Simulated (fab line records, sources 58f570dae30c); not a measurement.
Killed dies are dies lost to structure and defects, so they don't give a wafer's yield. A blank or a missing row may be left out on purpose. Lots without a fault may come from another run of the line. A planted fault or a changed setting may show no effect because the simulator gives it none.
Which tool did it? | flow berkeley_cmos170 | 15 lots, 45 wafers sampled, at 4 steps of a route of 331

WHAT THE GAUGES READ, wafer by wafer
UCB170_NWELL_THK_MEAS_05. Usual: NWELL_NITRIDE_THK 224.7 nm, standard deviation 2.3.
lot  | measured    | on            | NWELL_NITRIDE_THK (nm) | flag
L382 | day 2 14:15 | film_metro-03 | 218.8 221.3 222.5      |
L383 | day 2 14:17 | film_metro-01 | 222.8 224.4 224.0      |
L384 | day 2 19:03 | film_metro-03 | 225.5 223.9 224.4      |
L385 | day 3 00:01 | film_metro-04 | 224.9 226.1 226.6      |
L386 | day 3 02:51 | film_metro-01 | 223.7 223.3 224.1      |
L388 | day 3 09:06 | film_metro-03 | 228.4 225.8 227.6      |
L389 | day 3 16:08 | film_metro-04 | 228.2 229.5 229.9      |
L395 | day 5 00:49 | film_metro-01 | 225.9 224.6 226.9      |
L396 | day 5 07:18 | film_metro-03 | 225.7 225.6 225.1      |
L397 | day 5 13:26 | film_metro-01 | 220.0 219.9 220.6      |
L398 | day 5 13:27 | film_metro-03 | 225.2 224.4 223.6      |
L399 | day 5 22:52 | film_metro-04 | 221.3 217.9 220.7      |
L401 | day 6 02:52 | film_metro-01 | 224.3 224.5 223.9      |
L404 | day 6 19:53 | film_metro-01 | 225.8 227.3 225.9      |
L405 | day 7 03:30 | film_metro-01 | 225.3 225.5 225.8      |

UCB170_ACTIVE_THK_MEAS_03. Usual: ACTIVE_OXIDE_THK 26.5 nm, standard deviation 0.58.
lot  | measured    | on            | ACTIVE_OXIDE_THK (nm) | flag
L382 | day 4 04:48 | film_metro-04 | 26.2 26.0 25.7        |
L383 | day 4 04:50 | film_metro-02 | 25.9 26.1 26.2        |
L384 | day 4 11:28 | film_metro-04 | 26.6 26.3 27.0        |
L385 | day 4 18:41 | film_metro-04 | 40.9 40.8 40.7        | OFF
L386 | day 4 16:08 | film_metro-01 | 26.7 26.8 26.7        |
L388 | day 5 02:17 | film_metro-04 | 39.7 39.2 39.3        | OFF
L389 | day 5 15:55 | film_metro-04 | 40.0 39.9 40.5        | OFF
L395 | day 6 16:56 | film_metro-01 | 26.4 26.7 26.3        |
L396 | day 6 22:40 | film_metro-04 | 25.9 26.1 25.5        |
L397 | day 7 07:03 | film_metro-02 | 27.5 27.2 27.1        |
L398 | day 7 07:04 | film_metro-01 | 25.9 26.4 26.5        |
L399 | day 7 12:17 | film_metro-01 | 26.6 26.8 26.3        |
L401 | day 7 18:37 | film_metro-01 | 26.7 27.2 26.8        |
L404 | day 8 17:16 | film_metro-04 | 26.2 26.5 26.4        |
L405 | day 8 17:16 | film_metro-01 | 26.6 27.1 26.5        |

WHICH TOOL RAN EACH LOT (tool, then ch and the chambers of the sampled wafers, then the start)
lot  | UCB170_NWELL_ETCH_13              | UCB170_ACTIVE_OXIDATION_02
L382 | rie_diel-03 ch 1,3, day 2 15:20   | furnace-04 ch 0, day 4 03:27
L383 | rie_diel-02 ch 0,2,3, day 2 15:26 | furnace-04 ch 0, day 4 03:27
L384 | rie_diel-04 ch 2,3, day 2 20:19   | furnace-01 ch 0, day 4 10:07
L385 | rie_diel-04 ch 0,2,3, day 3 01:06 | furnace-04 ch 0, day 4 14:44
L386 | rie_diel-03 ch 0,1, day 3 04:04   | furnace-04 ch 0, day 4 14:44
L388 | rie_diel-02 ch 0,2, day 3 10:14   | furnace-01 ch 0, day 4 22:20
L389 | rie_diel-04 ch 0,2,3, day 3 18:30 | furnace-04 ch 0, day 5 13:01 and furnace-03 ch 0, day 5 14:33
L395 | rie_diel-02 ch 0,1, day 5 02:34   | furnace-01 ch 0, day 6 15:35
L396 | rie_diel-02 ch 0,1,3, day 5 08:20 | furnace-03 ch 0, day 6 21:17
L397 | rie_diel-02 ch 1,2, day 5 14:30   | furnace-01 ch 0, day 7 05:42
L398 | rie_diel-04 ch 1,2,3, day 5 14:59 | furnace-01 ch 0, day 7 05:42
L399 | rie_diel-02 ch 2,3, day 6 00:01   | furnace-01 ch 0, day 7 10:33
L401 | rie_diel-03 ch 1,2,3, day 6 04:45 | furnace-01 ch 0, day 7 17:14
L404 | rie_diel-04 ch 1,2, day 6 20:53   | furnace-01 ch 0, day 8 15:55
L405 | rie_diel-04 ch 0,2,3, day 7 04:26 | furnace-01 ch 0, day 8 15:55
- UCB170_NWELL_ETCH_13: etches Si3N4 in CH3F/Ar/O2, stops on SiO2, target depth 246.4 nm, time 154 s.
- UCB170_ACTIVE_OXIDATION_02: target thk 26.4 nm, ox time 1260 s.

WHAT THE TOOLS THEMSELVES READ (means of the sampled wafers that have a number; where no wafer has one, the mark that the record gives instead)
UCB170_NWELL_ETCH_13. Usual: CH3F_flow_sccm 20.01 sccm, standard deviation 0.055; drypump_motor_current_A 5.7 A, standard deviation 0.52; mfc_ar_sccm 49.99 sccm, standard deviation 0.16; oes_product_au 0.942 a.u., standard deviation 0.019; rf_fwd_power_W 448.1 W, standard deviation 1.7; throttle_valve_pct 8.07 %, standard deviation 0.15.
lot  | tool        | CH3F_flow_sccm (sccm) | drypump_motor_current_A (A) | mfc_ar_sccm (sccm) | oes_product_au (a.u.) | rf_fwd_power_W (W) | throttle_valve_pct (%) | flag
L382 | rie_diel-03 | 19.99                 | 6.2                         | 49.96              | 0.928                 | 450.3              | 8.07                   |
L383 | rie_diel-02 | 19.99                 | 5.7                         | 49.91              | 0.951                 | 446.9              | 8.10                   |
L384 | rie_diel-04 | 20.09                 | 5.3                         | 50.15              | 0.927                 | 447.7              | 8.19                   |
L385 | rie_diel-04 | 19.99                 | 5.7                         | 49.92              | 0.941                 | 448.8              | 8.06                   |
L386 | rie_diel-03 | 20.00                 | 6.0                         | 49.98              | 0.948                 | 446.9              | 8.06                   |
L388 | rie_diel-02 | 19.97                 | 5.6                         | 50.06              | 0.959                 | 448.1              | 7.96                   |
L389 | rie_diel-04 | 19.92                 | 5.7                         | 50.01              | 0.941                 | 447.9              | 8.07                   |
L395 | rie_diel-02 | 19.97                 | 6.0                         | 50.13              | 0.959                 | 449.5              | 7.93                   |
L396 | rie_diel-02 | 20.05                 | 5.9                         | 49.98              | 0.953                 | 449.0              | 8.09                   |
L397 | rie_diel-02 | 20.03                 | 6.1                         | 49.98              | 0.942                 | 448.3              | 7.87                   |
L398 | rie_diel-04 | 20.00                 | 5.2                         | 50.15              | 0.929                 | 447.8              | 8.11                   |
L399 | rie_diel-02 | 19.97                 | 5.8                         | 50.04              | 0.933                 | 446.2              | 8.18                   |
L401 | rie_diel-03 | 19.99                 | 6.0                         | 50.12              | 0.934                 | 448.5              | 8.15                   |
L404 | rie_diel-04 | 20.00                 | 4.9                         | 49.97              | 0.948                 | 449.2              | 8.14                   |
L405 | rie_diel-04 | 20.08                 | 5.7                         | 49.84              | 0.937                 | 446.6              | 8.07                   |

UCB170_ACTIVE_OXIDATION_02. Usual: ox_temp_c_max 1006.3, standard deviation 1.1.
lot  | tool                  | ox_temp_c_max | flag
L382 | furnace-04            | 1005.9        |
L383 | furnace-04            | 1006.1        |
L384 | furnace-01            | 1005.2        |
L385 | furnace-04            | 1005.7        |
L386 | furnace-04            | 1005.9        |
L388 | furnace-01            | 1006.0        |
L389 | furnace-04/furnace-03 | 1006.2        |
L395 | furnace-01            | 1007.1        |
L396 | furnace-03            | 1006.8        |
L397 | furnace-01            | 1006.0        |
L398 | furnace-01            | 1007.9        |
L399 | furnace-01            | 1005.6        |
L401 | furnace-01            | 1007.1        |
L404 | furnace-01            | 1006.7        |
L405 | furnace-01            | 1007.6        |

THE ANSWER, worked out from the rows above alone
Rule: a lot is off if the mean of its wafers that have a number lies more than 3 standard deviations from the usual mean. A lot without any number at a reading at which 4 lots or more have one is off too. The other lots that the step has rows for count as sound. The gauges are gone through in route order, then the tools' own readings, and for those a lot's mean is taken as printed above. The first step at which some lot is off is used, and at that step the reading that is off furthest; a lot without a number counts as furthest.
Off: L385, L388, L389, at UCB170_ACTIVE_THK_MEAS_03 (ACTIVE_OXIDE_THK).
A tool fits if, at a process step before that reading, it ran every lot that is off, and no sound lot after the first of them. The gauges at UCB170_ACTIVE_THK_MEAS_03 are tried like those tools. None of those tried fits.

WHAT THE SIMULATOR HAD PUT IN
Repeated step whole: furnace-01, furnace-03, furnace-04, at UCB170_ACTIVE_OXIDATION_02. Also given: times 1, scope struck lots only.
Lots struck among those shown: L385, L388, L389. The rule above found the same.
